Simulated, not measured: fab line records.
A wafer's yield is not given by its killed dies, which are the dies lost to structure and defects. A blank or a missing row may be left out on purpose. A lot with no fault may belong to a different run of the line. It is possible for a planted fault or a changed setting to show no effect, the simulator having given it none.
Check for tools in common    flow berkeley cmos170    Sampled: 15 lots, 45 wafers

== WHY IT WAS OPENED ==
Of 15 lots, 3 have the reading WELLDRIVE_OXIDE_THK flagged at UCB170_WELLDRIVE_THK_MEAS_02. Wafers without a fault read 203 nm, standard deviation 3.8.
Rule: a lot gets a flag if all its wafers with a number sit over 4 standard deviations from that mean, or if no wafer of it has a number. The other lots count as sound.

lot   measured     on             WELLDRIVE_OXIDE_THK (nm), wafer by wafer  flag
L545  day 3 20:04  film metro-04  200 203 201                               
L547  day 4 07:26  film metro-02  201 200 206                               
L548  day 4 07:26  film metro-04  200 203 203                               
L550  day 4 18:17  film metro-04  208 210 208                               
L549  day 4 18:19  film metro-01  211 207 208                               
L552  day 5 12:22  film metro-01  203 202 202                               
L554  day 5 12:22  film metro-02  202 199 199                               
L555  day 6 03:27  film metro-02  316 316 310                               FLAGGED
L556  day 6 03:28  film metro-04  306 307 316                               FLAGGED
L559  day 6 21:12  film metro-01  303 301 304                               FLAGGED
L561  day 7 00:19  film metro-02  197 203 200                               
L562  day 7 00:23  film metro-04  199 197 198                               
L564  day 7 20:14  film metro-01  199 206 203                               
L566  day 8 05:21  film metro-04  201 198 203                               
L567  day 8 11:27  film metro-04  210 208 210                               
The mean of the flagged lots' numbers is 309 nm, +106 nm from the usual (+28 standard deviations).

== WHICH TOOL EACH LOT WENT THROUGH ==
The record keeps 1 process step preceding the reading, out of 331 steps on the route. Each cell gives the tool, then ch followed by the chambers the sampled wafers passed through, then the start.
lot   flag     UCB170_WELLDRIVE_OXIDATION_01
L545           furnace-04 ch 0, day 3 16:34
L547           furnace-02 ch 0, day 4 03:55
L548           furnace-02 ch 0, day 4 03:55
L550           furnace-04 ch 0, day 4 14:47
L549           furnace-04 ch 0, day 4 14:47
L552           furnace-02 ch 0, day 5 08:52
L554           furnace-02 ch 0, day 5 08:52
L555  FLAGGED  furnace-01 ch 0, day 5 18:57
L556  FLAGGED  furnace-01 ch 0, day 5 18:57
L559  FLAGGED  furnace-02 ch 0, day 6 12:41
L561           furnace-01 ch 0, day 6 20:49
L562           furnace-01 ch 0, day 6 20:49
L564           furnace-02 ch 0, day 7 16:43
L566           furnace-04 ch 0, day 8 01:51
L567           furnace-04 ch 0, day 8 07:57
These steps, and what they do:
- UCB170_WELLDRIVE_OXIDATION_01: target thk 199 nm, ox time 9000 s.
- UCB170_WELLDRIVE_THK_MEAS_02

== FLAGGED OVER TOTAL, TOOL BY TOOL (the gauges that took the reading come last) ==
step                           tool           lots run  flagged  share of the flagged lots  sound lots run after its first flagged lot
UCB170_WELLDRIVE_OXIDATION_01  furnace-01     4         2        some                       2 (L561,L562)
UCB170_WELLDRIVE_OXIDATION_01  furnace-02     6         1        some                       1 (L564)
UCB170_WELLDRIVE_OXIDATION_01  furnace-04     5         0        none                       -
UCB170_WELLDRIVE_THK_MEAS_02   film metro-01  4         1        some                       1 (L564)
UCB170_WELLDRIVE_THK_MEAS_02   film metro-02  4         1        some                       1 (L561)
UCB170_WELLDRIVE_THK_MEAS_02   film metro-04  7         1        some                       3 (L562,L566,L567)

== WHAT IS ALLOWED BY THE TABLE ==
No row of the table ran every flagged lot.

== WHAT WAS PUT IN BY THE SIMULATOR ==
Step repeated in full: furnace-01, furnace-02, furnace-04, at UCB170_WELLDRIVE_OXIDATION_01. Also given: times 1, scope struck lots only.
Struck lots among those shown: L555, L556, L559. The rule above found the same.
